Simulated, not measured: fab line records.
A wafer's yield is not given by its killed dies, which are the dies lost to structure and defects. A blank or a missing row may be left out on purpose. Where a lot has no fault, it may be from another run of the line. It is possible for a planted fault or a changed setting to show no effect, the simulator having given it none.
Which tool was responsible? || flow berkeley cmos170 || Sampling: 13 lots, 37 wafers, 4 of 331 route steps

WHAT THE GAUGES SHOWED, per wafer
UCB170_V1_BOW_MEAS_03. Usual: V1_BOW 19 um, standard deviation 6.9.
{"lot": "L512", "measured": "day 8 00:34", "on": "film metro-01", "V1_BOW (um)": "24 14 26", "flag": ""}
{"lot": "L514", "measured": "day 8 05:02", "on": "film metro-02", "V1_BOW (um)": "26 12 5", "flag": ""}
{"lot": "L515", "measured": "day 8 09:07", "on": "film metro-01", "V1_BOW (um)": "14 16 11", "flag": ""}
{"lot": "L521", "measured": "day 9 19:51", "on": "film metro-01", "V1_BOW (um)": "17 22 13", "flag": ""}
{"lot": "L523", "measured": "day 10 06:05", "on": "film metro-01", "V1_BOW (um)": 15, "flag": ""}
{"lot": "L524", "measured": "day 10 06:18", "on": "film metro-03", "V1_BOW (um)": "14 17 12", "flag": ""}
{"lot": "L525", "measured": "day 10 15:13", "on": "film metro-03", "V1_BOW (um)": "23 19 23", "flag": ""}
{"lot": "L528", "measured": "day 11 06:48", "on": "film metro-01", "V1_BOW (um)": "21 15 3", "flag": ""}
{"lot": "L526", "measured": "day 11 07:22", "on": "film metro-02", "V1_BOW (um)": "17 22 33", "flag": ""}
{"lot": "L530", "measured": "day 11 14:14", "on": "film metro-01", "V1_BOW (um)": "23 15 29", "flag": ""}
{"lot": "L531", "measured": "day 11 21:46", "on": "film metro-01", "V1_BOW (um)": "20 23 23", "flag": ""}
{"lot": "L533", "measured": "day 11 21:47", "on": "film metro-03", "V1_BOW (um)": "29 23 24", "flag": ""}
{"lot": "L534", "measured": "day 12 06:17", "on": "film metro-01", "V1_BOW (um)": "27 13 12", "flag": ""}

UCB170_V2_THK_MEAS_01. Usual: V2_TEOS_THK 1988 nm, standard deviation 28.
{"lot": "L512", "measured": "day 8 05:41", "on": "film metro-02", "V2_TEOS_THK (nm)": "1981 1993 1982", "flag": ""}
{"lot": "L514", "measured": "day 8 10:35", "on": "film metro-01", "V2_TEOS_THK (nm)": "1930 1990 2020", "flag": ""}
{"lot": "L515", "measured": "day 8 14:25", "on": "film metro-04", "V2_TEOS_THK (nm)": "1982 1949 1972", "flag": ""}
{"lot": "L521", "measured": "day 10 03:23", "on": "film metro-01", "V2_TEOS_THK (nm)": "3338 1973 3401", "flag": "OFF"}
{"lot": "L523", "measured": "day 10 11:11", "on": "film metro-02", "V2_TEOS_THK (nm)": 2008, "flag": ""}
{"lot": "L524", "measured": "day 10 11:42", "on": "film metro-01", "V2_TEOS_THK (nm)": "1973 2012 2058", "flag": ""}
{"lot": "L525", "measured": "day 10 22:12", "on": "film metro-02", "V2_TEOS_THK (nm)": "1990 2002 2049", "flag": ""}
{"lot": "L528", "measured": "day 11 12:12", "on": "film metro-02", "V2_TEOS_THK (nm)": "2004 2059 1973", "flag": ""}
{"lot": "L526", "measured": "day 11 14:08", "on": "film metro-02", "V2_TEOS_THK (nm)": "2014 1987 2005", "flag": ""}
{"lot": "L530", "measured": "day 11 21:06", "on": "film metro-01", "V2_TEOS_THK (nm)": "1970 1951 1994", "flag": ""}
{"lot": "L531", "measured": "day 12 04:07", "on": "film metro-01", "V2_TEOS_THK (nm)": "1997 1944 1976", "flag": ""}
{"lot": "L533", "measured": "day 12 03:44", "on": "film metro-04", "V2_TEOS_THK (nm)": "1958 1998 2020", "flag": ""}
{"lot": "L534", "measured": "day 12 11:56", "on": "film metro-02", "V2_TEOS_THK (nm)": "1968 1996 1985", "flag": ""}

WHAT TOOL EACH LOT RAN ON (gives the tool, then ch and the chambers of the sampled wafers, and finally the start)
{"lot": "L512", "UCB170_M2_ETCH_17": "rie diel-03 ch 0,1,3, day 8 05:05", "UCB170_V2_CVD_00": "pecvd-03 ch 1,2, day 8 05:32"}
{"lot": "L514", "UCB170_M2_ETCH_17": "rie diel-01 ch 1,2,3, day 8 09:59", "UCB170_V2_CVD_00": "pecvd-02 ch 0,2, day 8 10:26"}
{"lot": "L515", "UCB170_M2_ETCH_17": "rie diel-03 ch 0,3, day 8 13:45", "UCB170_V2_CVD_00": "pecvd-03 ch 0,1, day 8 14:12"}
{"lot": "L521", "UCB170_M2_ETCH_17": "rie diel-01 ch 2,3, day 10 02:46", "UCB170_V2_CVD_00": "pecvd-03 ch 1,2, day 10 03:13"}
{"lot": "L523", "UCB170_M2_ETCH_17": "rie diel-01 ch 1, day 10 10:34", "UCB170_V2_CVD_00": "pecvd-03 ch 2, day 10 11:04"}
{"lot": "L524", "UCB170_M2_ETCH_17": "rie diel-02 ch 1,2, day 10 10:47", "UCB170_V2_CVD_00": "pecvd-02 ch 0,1,2, day 10 11:32"}
{"lot": "L525", "UCB170_M2_ETCH_17": "rie diel-02 ch 0,2,3, day 10 21:35", "UCB170_V2_CVD_00": "pecvd-04 ch 0,1,2, day 10 22:02"}
{"lot": "L528", "UCB170_M2_ETCH_17": "rie diel-02 ch 0,1,3, day 11 11:34", "UCB170_V2_CVD_00": "pecvd-04 ch 0,2, day 11 12:01"}
{"lot": "L526", "UCB170_M2_ETCH_17": "rie diel-03 ch 0,1,2, day 11 13:28", "UCB170_V2_CVD_00": "pecvd-04 ch 1,2, day 11 13:58"}
{"lot": "L530", "UCB170_M2_ETCH_17": "rie diel-02 ch 1,2,3, day 11 20:29", "UCB170_V2_CVD_00": "pecvd-02 ch 0,1, day 11 20:56"}
{"lot": "L531", "UCB170_M2_ETCH_17": "rie diel-01 ch 2,3, day 12 03:30", "UCB170_V2_CVD_00": "pecvd-02 ch 1,2, day 12 03:57"}
{"lot": "L533", "UCB170_M2_ETCH_17": "rie diel-02 ch 0,2,3, day 12 03:07", "UCB170_V2_CVD_00": "pecvd-04 ch 1,2, day 12 03:34"}
{"lot": "L534", "UCB170_M2_ETCH_17": "rie diel-03 ch 2,3, day 12 11:20", "UCB170_V2_CVD_00": "pecvd-04 ch 1,2, day 12 11:47"}
- UCB170_M2_ETCH_17: etches BARC in N2/H2.
- UCB170_V2_CVD_00: deposits SiO2 from TEOS/O2, target thk 2000 nm, time 250 s.

AS READ BY THE TOOLS THEMSELVES (means over the sampled wafers that have a number; for cases with no such wafer, the mark the record gives instead)
UCB170_M2_ETCH_17. Usual: drypump motor current A 5.8 A, standard deviation 0.61; oes product au 1.00 a.u., standard deviation 0.036; throttle valve pct 13.35 %, standard deviation 0.16.
{"lot": "L512", "tool": "rie diel-03", "drypump motor current A (A)": 6.2, "oes product au (a.u.)": 1.01, "throttle valve pct (%)": 13.35, "flag": ""}
{"lot": "L514", "tool": "rie diel-01", "drypump motor current A (A)": 6.0, "oes product au (a.u.)": 1.02, "throttle valve pct (%)": 13.46, "flag": ""}
{"lot": "L515", "tool": "rie diel-03", "drypump motor current A (A)": 6.3, "oes product au (a.u.)": 0.98, "throttle valve pct (%)": 13.38, "flag": ""}
{"lot": "L521", "tool": "rie diel-01", "drypump motor current A (A)": 6.4, "oes product au (a.u.)": 1.02, "throttle valve pct (%)": 13.29, "flag": ""}
{"lot": "L523", "tool": "rie diel-01", "drypump motor current A (A)": 5.6, "oes product au (a.u.)": 1.03, "throttle valve pct (%)": 13.79, "flag": ""}
{"lot": "L524", "tool": "rie diel-02", "drypump motor current A (A)": 4.9, "oes product au (a.u.)": 1.03, "throttle valve pct (%)": 13.32, "flag": ""}
{"lot": "L525", "tool": "rie diel-02", "drypump motor current A (A)": 5.3, "oes product au (a.u.)": 0.98, "throttle valve pct (%)": 13.28, "flag": ""}
{"lot": "L528", "tool": "rie diel-02", "drypump motor current A (A)": 5.3, "oes product au (a.u.)": 1.00, "throttle valve pct (%)": 13.30, "flag": ""}
{"lot": "L526", "tool": "rie diel-03", "drypump motor current A (A)": 6.3, "oes product au (a.u.)": 1.00, "throttle valve pct (%)": 13.25, "flag": ""}
{"lot": "L530", "tool": "rie diel-02", "drypump motor current A (A)": 5.1, "oes product au (a.u.)": 1.01, "throttle valve pct (%)": 13.29, "flag": ""}
{"lot": "L531", "tool": "rie diel-01", "drypump motor current A (A)": 6.1, "oes product au (a.u.)": 1.01, "throttle valve pct (%)": 13.27, "flag": ""}
{"lot": "L533", "tool": "rie diel-02", "drypump motor current A (A)": 5.2, "oes product au (a.u.)": 0.97, "throttle valve pct (%)": 13.29, "flag": ""}
{"lot": "L534", "tool": "rie diel-03", "drypump motor current A (A)": 6.5, "oes product au (a.u.)": 1.02, "throttle valve pct (%)": 13.32, "flag": ""}

UCB170_V2_CVD_00. Usual: heater power w 269 W, standard deviation 45.
{"lot": "L512", "tool": "pecvd-03", "heater power w (W)": 284, "flag": ""}
{"lot": "L514", "tool": "pecvd-02", "heater power w (W)": 257, "flag": ""}
{"lot": "L515", "tool": "pecvd-03", "heater power w (W)": 283, "flag": ""}
{"lot": "L521", "tool": "pecvd-03", "heater power w (W)": 283, "flag": ""}
{"lot": "L523", "tool": "pecvd-03", "heater power w (W)": 316, "flag": ""}
{"lot": "L524", "tool": "pecvd-02", "heater power w (W)": 248, "flag": ""}
{"lot": "L525", "tool": "pecvd-04", "heater power w (W)": 281, "flag": ""}
{"lot": "L528", "tool": "pecvd-04", "heater power w (W)": 264, "flag": ""}
{"lot": "L526", "tool": "pecvd-04", "heater power w (W)": 255, "flag": ""}
{"lot": "L530", "tool": "pecvd-02", "heater power w (W)": 239, "flag": ""}
{"lot": "L531", "tool": "pecvd-02", "heater power w (W)": 242, "flag": ""}
{"lot": "L533", "tool": "pecvd-04", "heater power w (W)": 248, "flag": ""}
{"lot": "L534", "tool": "pecvd-04", "heater power w (W)": 262, "flag": ""}

THE ANSWER, worked out from the rows above alone
Rule: take the mean of a lot's wafers that have a number; if it is more than 3 standard deviations from the usual mean, the lot is off. Also off: a lot with no number at a reading for which 4 or more lots have one. All remaining lots with rows at the step are treated as sound. First the gauges in route order, then the tools' own readings, where a lot's mean is used as printed above. The first step at which some lot is off is used, and at that step the reading that is off furthest; a lot without a number counts as furthest.
Off: at UCB170_V2_THK_MEAS_01 (V2_TEOS_THK), L521.
If a tool, at a process step before that reading, ran all the lots that are off and no sound lot after the first of them, it fits. Those tools and the gauges at UCB170_V2_THK_MEAS_01 are tried in the same way. Not one of the candidates tried fits.

WHAT THE SIMULATOR PUT IN
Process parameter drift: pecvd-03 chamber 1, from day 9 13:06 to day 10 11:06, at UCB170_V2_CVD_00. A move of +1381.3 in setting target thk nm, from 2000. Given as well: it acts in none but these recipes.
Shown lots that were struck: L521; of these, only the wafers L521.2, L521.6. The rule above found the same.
